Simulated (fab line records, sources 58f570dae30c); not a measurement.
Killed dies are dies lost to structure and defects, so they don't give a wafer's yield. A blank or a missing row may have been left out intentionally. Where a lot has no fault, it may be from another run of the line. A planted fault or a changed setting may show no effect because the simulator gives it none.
What tool caused it? + flow berkeleyCmos170 + Sampling: 7 lots, 21 wafers, 2 of 331 route steps

== WHAT THE GAUGES READ, wafer by wafer ==
UCB170_M2_CD_MEAS_15 targets a cd of 700 nm.
| lot  | measured     | on       | cdNm (nm)         |
|------|--------------|----------|-------------------|
| L440 | day 8 17:58  | cdSem-01 | 702.5 702.0 701.1 |
| L443 | day 9 07:31  | cdSem-02 | 699.3 700.2 699.7 |
| L447 | day 10 12:28 | cdSem-02 | 699.9 700.9 700.5 |
| L449 | day 10 12:51 | cdSem-01 | 700.2 699.7 699.8 |
| L451 | day 11 04:20 | cdSem-01 | 699.0 698.9 698.8 |
| L461 | day 12 15:29 | cdSem-01 | 699.7 699.5 699.7 |
| L462 | day 13 14:19 | cdSem-01 | 701.4 702.1 701.7 |

== WHAT TOOL EACH LOT RAN ON (gives the tool, then ch and the chambers of the sampled wafers, and finally the start) ==
| lot  | UCB170_SPACER_ETCHBACK_03         |
|------|-----------------------------------|
| L440 | rieDiel-01 ch 1,3, day 7 23:16    |
| L443 | rieDiel-01 ch 2,3, day 8 07:55    |
| L447 | rieDiel-01 ch 0,2,3, day 9 11:35  |
| L449 | rieDiel-02 ch 0,2,3, day 9 11:35  |
| L451 | rieDiel-02 ch 1,3, day 10 10:09   |
| L461 | rieDiel-01 ch 0,2,3, day 11 19:03 |
| L462 | rieDiel-02 ch 1,2,3, day 12 15:33 |
- UCB170_SPACER_ETCHBACK_03: etches SiO2 in CHF3/CF4/Ar, stops on Si, target depth 376 nm, time 100 s.

== THE ANSWER, worked out from the rows above alone ==
Rule: the usual values come from the lots themselves. The widest of any qualifying gaps counts: lots, ordered by their means at a reading, are off when they make up no more than a third of the lots, leave a main group of 4 or more, and stand apart from it by 3 or more times the standard deviation of that group's means. The tables above print the reading to a certain number of digits; a main group whose means all agree to those digits is not used. Also off: a lot with no number at a reading for which 4 or more lots have one. Any other lot the step has rows for is counted as sound.
Nothing can be told from this: no lot is off at any reading shown.

== WHAT THE SIMULATOR PUT IN ==
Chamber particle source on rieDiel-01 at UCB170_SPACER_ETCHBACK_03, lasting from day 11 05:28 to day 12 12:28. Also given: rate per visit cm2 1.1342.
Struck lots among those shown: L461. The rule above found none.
